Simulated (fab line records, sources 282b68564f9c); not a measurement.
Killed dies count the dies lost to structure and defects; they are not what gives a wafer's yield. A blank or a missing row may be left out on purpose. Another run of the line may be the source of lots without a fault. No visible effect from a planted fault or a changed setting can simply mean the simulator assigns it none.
What tool caused it? -- flow rit-cmos -- 18 wafers from 6 lots sampled at 3 of the route's 202 steps

WHAT THE GAUGES READ, wafer by wafer
RIT_SILICIDE_RS_MEAS_02: measurement is done with a four-point probe.
lot,measured,on,SILICIDE_TI_RS (ohm/sq)
L777,day 4 21:25,film-metro-04,49.4 48.0 47.2
L779,day 5 05:05,film-metro-04,47.1 48.0 46.0
L784,day 5 18:58,film-metro-04,46.8 48.1 47.4
L790,day 6 23:31,film-metro-04,48.3 48.1 48.3
L794,day 7 12:16,film-metro-04,48.1 46.2 47.0
L797,day 8 00:08,film-metro-04,48.0 47.6 47.7

TOOL THAT RAN EACH LOT (tool first, then ch and the chambers of the sampled wafers, then the start)
lot,RIT_NLDD_STRIP_09,RIT_SILICIDE_SPUTTER_01
L777,"plasma-asher-01 ch 0,1, day 4 12:59","pvd-sputter-02, day 4 21:12"
L779,"plasma-asher-02 ch 1, day 4 19:43","pvd-sputter-02, day 5 04:56"
L784,"plasma-asher-02 ch 0,1, day 5 04:26","pvd-sputter-01, day 5 18:49"
L790,"plasma-asher-04 ch 0,1, day 6 14:56","pvd-sputter-01, day 6 23:19"
L794,"plasma-asher-01 ch 0,1, day 7 03:38","pvd-sputter-01, day 7 12:04"
L797,"plasma-asher-02 ch 0,1, day 7 15:58","pvd-sputter-01, day 7 23:56"
- RIT_NLDD_STRIP_09: strips in O2, time 180 s.
- RIT_SILICIDE_SPUTTER_01: material Ti, target thk 30 nm, time 240 s.

THE ANSWER, worked out from the rows above alone
Rule: the usual values come from the lots themselves. The widest of any qualifying gaps counts: lots, ordered by their means at a reading, are off when they make up no more than a third of the lots, leave a main group of 4 or more, and stand apart from it by 3 or more times the standard deviation of that group's means. A main group is skipped when, at the precision printed for the reading in the tables above, its means are all equal. Also off: a lot with no number at a reading for which 4 or more lots have one. Any other lot the step has rows for is counted as sound.
No lot is off at any reading shown: from this, nothing can be told.

WHAT WAS PUT IN BY THE SIMULATOR
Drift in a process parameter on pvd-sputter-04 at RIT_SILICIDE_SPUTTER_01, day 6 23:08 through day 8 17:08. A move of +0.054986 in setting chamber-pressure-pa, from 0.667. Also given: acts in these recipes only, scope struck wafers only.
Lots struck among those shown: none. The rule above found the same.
